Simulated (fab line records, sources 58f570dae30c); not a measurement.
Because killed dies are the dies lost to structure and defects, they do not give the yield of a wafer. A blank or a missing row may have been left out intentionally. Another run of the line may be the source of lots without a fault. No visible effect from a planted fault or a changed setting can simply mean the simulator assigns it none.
One fault through the eyes of 2 desks ; flow berkeley-cmos170 ; every desk sees just its own numbers, and what lay behind them comes last

METROLOGY DESK
What the gauges read, lot by lot, whatever tool the lot ran on: means of the sampled wafers that have a number. Any lot whose mean is over 4 standard deviations away from the usual mean is out of limits and marked OUT; that distance is given in the brackets.
Columns: A = M2_OVL at UCB170_M2_OVL_MEAS_16, usual 2 nm; B = cd-nm at UCB170_M2_CD_MEAS_90, usual 702 nm; C = cd-nm at UCB170_V2_CD_MEAS_90, usual 699.6 nm
lot;first seen here;A;B;C
L325;day 6 18:05;1;702;700.9
L326;day 7 11:04;7;702;701.3
L327;day 7 11:22;-3;700;700.0
L328;day 8 03:25;2;705;698.8
L330;day 8 03:40;-4;705;700.6
L331;day 8 03:59;2;699;699.9
L332;day 8 10:57;-3;700;700.0
L334;day 9 08:05;1;687;698.1
L338;day 9 15:22;2;697;699.2
L340;day 10 13:54;2;703;699.8
L345;day 11 19:23;4;707;700.7
L344;day 11 19:58;7;699;700.0
L347;day 12 04:50;13;704;698.3
L346;day 12 04:56;-3;695;700.3
This desk found nothing out of limits on any of the 14 lots.

DESK OF THE TOOL OWNER: rie-metal-02
The tool's own readings at UCB170_M2_METAL_ETCH_18 (etches Al in Cl2/BCl3, stops on SiO2, target depth 1170 nm, time 195 s): means of the sampled wafers that have a number, for each lot that ran on this tool. Any lot whose mean is over 4 standard deviations away from the usual mean is out of limits and marked OUT; that distance is given in the brackets.
Columns: A = bias-w at UCB170_M2_METAL_ETCH_18, usual 120.0 W; B = drypump-motor-current-A at UCB170_M2_METAL_ETCH_18, usual 5.6 A; C = oes-product-au at UCB170_M2_METAL_ETCH_18, usual 0.853 a.u.; D = rf-fwd-power-W at UCB170_M2_METAL_ETCH_18, usual 598.0 W; E = throttle-valve-pct at UCB170_M2_METAL_ETCH_18, usual 24.39 %
lot;first seen here;A;B;C;D;E
L328;day 8 03:33;119.9;5.3;0.854;599.3;24.48
L331;day 8 04:04;120.2;5.1;0.855;598.4;24.44
L332;day 8 11:04;120.3;5.3;0.853;599.8;24.46
L334;day 9 08:13;120.2;5.1;0.851;759.2 (+81) OUT;24.44
L338;day 9 15:31;119.9;5.3;0.862;679.5 (+41) OUT;24.45
This desk's verdict: out of limits on L334, L338, starting with L334 at day 9 08:13 (rf-fwd-power-W at UCB170_M2_METAL_ETCH_18). L328, L331, L332 stayed within limits.

BROUGHT TOGETHER
At day 9 08:13, on L334, L338, the tool owner's desk was in a position to raise an alarm.
Nothing out of limits was seen by the metrology desk.
The metrology desk holds a record of L334, L338, inside its limits.
The lots listed all ran UCB170_M2_METAL_ETCH_18 on rie-metal-02.

WHAT HAD BEEN PUT IN BY THE SIMULATOR
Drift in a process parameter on rie-metal-02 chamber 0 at UCB170_M2_METAL_ETCH_18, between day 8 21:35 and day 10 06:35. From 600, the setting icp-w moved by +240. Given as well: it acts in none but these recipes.
Lots struck among those shown: L334, L338.
How many hours passed from the start of the fault until each desk's first out-of-limits reading: the tool owner's desk, 11.
